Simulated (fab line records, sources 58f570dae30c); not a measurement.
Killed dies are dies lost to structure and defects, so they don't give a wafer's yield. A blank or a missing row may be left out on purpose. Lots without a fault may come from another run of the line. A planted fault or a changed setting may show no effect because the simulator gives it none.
fab line records | flow berkeley_cmos170
record lots=15 wafers=45 last_day=11
route steps=331 shown M1@244
lots that met no fault: from a run of the same line without faults
start_h: hours from the record's first day to the start of the lot's first wafer shown | wait_h: hours since the lot's step before | " the same as in the row above | L1.1+2: a row that stands for several wafers | - no value, or no start given | * or withheld: withheld | < > ~ a bound
route shown NAME@n: a module of which the file shows steps, and the number in the route of the first | usual: mean/standard deviation of fault-free wafers | same: alike in all rows | chamber/n: place in a boat | sites: the reading at each site | _std_site: their standard deviation | _edge_site: outer sites' mean less inner sites' | radius_mm: how far each site lies from the wafer's centre | mask NAME#n: copy n | behind: the tool/chamber that last shaped the wafer | hold: why the lot was held/for how many hours/how that ended | device: the transistor (n, p or np) that didn't switch | end of line: the same wafers' tests at the end of the route | a step without rows: its recipe alone | killed: dies lost to structure and defects at the first sort, not the wafer's yield | map: a wafer's dies, x killed, . not, _ none there
set.NAME: the setting as run; set.NAME@STEP: as run at that earlier step | model.NAME: the simulator's own value behind a step, which no gauge read
steps of the route over a sample of lots; a table a step, a row a wafer
services: from which hour (start_h, from the record's first day; less than 0 if before it) a tool's chamber was out of use, for how many hours, and why
## steps
# step UCB170_M1_EXPOSE_06
# recipe mask_id=METAL1 target_cd_nm=700 na=0.5 sigma_outer=0.6 source_shape=conventional dose_mj=21
# usual exposure_dose_mJ_cm2=21.000/0.022
# columns lot.wafer tool chamber start_h wait_h mask exposure_dose_mJ_cm2
L281.1 krf_scanner-01 0 158.21 - METAL1#0 21.045
L281.4 " 0 " " METAL1#0 21.027
L281.6 " 0 " " METAL1#0 21.018
L280.1 krf_scanner-01 0 158.41 - METAL1#0 21.010
L280.4 " 0 " " METAL1#0 21.007
L280.6 " 0 " " METAL1#0 21.014
L282.1 krf_scanner-01 0 159.17 - METAL1#0 21.004
L282.3 " 0 " " METAL1#0 21.018
L282.5 " 0 " " METAL1#0 20.986
L283.2 krf_scanner-02 0 159.49 - METAL1#0 20.949
L283.5 " 0 " " METAL1#0 20.948
L283.6 " 0 " " METAL1#0 20.967
L284.3 krf_scanner-01 0 159.84 - METAL1#0 20.947
L284.4 " 0 " " METAL1#0 20.969
L284.6 " 0 " " METAL1#0 20.974
L285.2 krf_scanner-02 0 171.76 - METAL1#0 21.028
L285.4 " 0 " " METAL1#0 21.007
L285.6 " 0 " " METAL1#0 20.990
L289.3 krf_scanner-02 0 199.61 - METAL1#0 20.984
L289.4 " 0 " " METAL1#0 21.003
L289.6 " 0 " " METAL1#0 21.005
L292.1 krf_scanner-01 0 212.03 - METAL1#0 19.532
L292.2 " 0 " " METAL1#0 19.535
L292.6 " 0 " " METAL1#0 19.538
L293.1 krf_scanner-01 0 212.93 - METAL1#0 19.817
L293.4 " 0 " " METAL1#0 19.816
L293.5 " 0 " " METAL1#0 19.840
L295.1 krf_scanner-01 0 225.76 - METAL1#0 20.046
L295.4 " 0 " " METAL1#0 20.040
L295.5 " 0 " " METAL1#0 20.053
L297.1 krf_scanner-02 0 226.37 - METAL1#0 20.989
L297.3 " 0 " " METAL1#0 21.008
L297.6 " 0 " " METAL1#0 21.009
L298.2 krf_scanner-02 0 243.98 - METAL1#0 20.980
L298.4 " 0 " " METAL1#0 20.950
L298.6 " 0 " " METAL1#0 20.952
L299.1 krf_scanner-02 0 244.92 - METAL1#0 21.007
L299.3 " 0 " " METAL1#0 21.010
L299.6 " 0 " " METAL1#0 20.993
L301.2 krf_scanner-02 0 245.39 - METAL1#0 21.016
L301.3 " 0 " " METAL1#0 21.021
L301.5 " 0 " " METAL1#0 21.020
L303.1 krf_scanner-02 0 247.69 - METAL1#0 20.998
L303.3 " 0 " " METAL1#0 20.967
L303.4 " 0 " " METAL1#0 20.985
# step UCB170_M1_CD_MEAS_09
# recipe target_cd_nm=700
# usual cd_nm=699.9/1.5
# columns lot.wafer tool chamber start_h wait_h cd_nm
L281.1 cd_sem-02 - 158.60 - 699.5
L281.4 " - " " 700.0
L281.6 " - " " 697.5
L280.1 cd_sem-01 - 158.87 - 697.2
L280.4 " - " " 698.8
L280.6 " - " " 697.0
L282.1 cd_sem-01 - 159.56 - 701.9
L282.3 " - " " 700.6
L282.5 " - " " 700.5
L283.2 cd_sem-02 - 159.89 - 698.9
L283.5 " - " " 699.8
L283.6 " - " " 699.2
L284.3 cd_sem-02 - 160.24 - 703.4
L284.4 " - " " 701.7
L284.6 " - " " 701.6
L285.2 cd_sem-02 - 172.27 - 700.9
L285.4 " - " " 701.4
L285.6 " - " " 701.9
L289.3 cd_sem-02 - 200.04 - 700.0
L289.4 " - " " 699.1
L289.6 " - " " 700.5
L292.1 cd_sem-01 - 212.42 - 714.3
L292.2 " - " " 714.4
L292.6 " - " " 713.0
L293.1 cd_sem-01 - 214.04 - 710.4
L293.4 " - " " 708.9
L293.5 " - " " 708.6
L295.1 cd_sem-01 - 226.85 - 710.1
L295.4 " - " " 710.6
L295.5 " - " " 710.7
L297.1 cd_sem-01 - 227.21 - 699.7
L297.3 " - " " 698.7
L297.6 " - " " 698.8
L298.2 cd_sem-01 - 244.37 - 698.0
L298.4 " - " " 698.3
L298.6 " - " " 698.7
L299.1 cd_sem-01 - 245.31 - 698.2
L299.3 " - " " 699.7
L299.6 " - " " 698.7
L301.2 cd_sem-02 - 245.78 - 700.7
L301.3 " - " " 701.3
L301.5 " - " " 703.0
L303.1 cd_sem-01 - 248.08 - 700.3
L303.3 " - " " 700.1
L303.4 " - " " 698.5
## services
# columns tool chamber start_h hours kind
krf_scanner-02 - 171.85 0.8 pm
krf_scanner-01 - 182.35 1.3 pm
krf_scanner-01 - 200.27 2.0 repair
krf_scanner-01 - 207.01 1.0 pm
krf_scanner-01 - 208.85 0.8 pm
krf_scanner-02 - 210.17 1.0 pm
krf_scanner-02 - 228.49 1.3 pm
krf_scanner-02 - 238.93 0.7 repair
krf_scanner-01 - 242.23 3.9 repair
## key
first_sign step=UCB170_M1_EXPOSE_06 reading=exposure_dose_mJ_cm2 direction=down sigmas=54 usual=21.000 struck=19.802
effect step=UCB170_M1_CD_MEAS_09 reading=cd_nm direction=up sigmas=7.7 usual=699.9 struck=711.2 through=control_loop
met_at UCB170_M1_EXPOSE_06
struck_lots L292,L293,L295
loop_trim step=UCB170_M1_EXPOSE_06 setting=dose lots=L293,L295
onset_between 159.84 212.03
fault kind=process_parameter_drift tool=krf_scanner-01 chamber=- onset_h=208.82 steps=UCB170_M1_EXPOSE_06 channel=dose_mj offset=-1.4824 shape=step acts_in=these_recipes_only stated=21
# loop_trim: a control loop set the setting to another value than it would have without faults
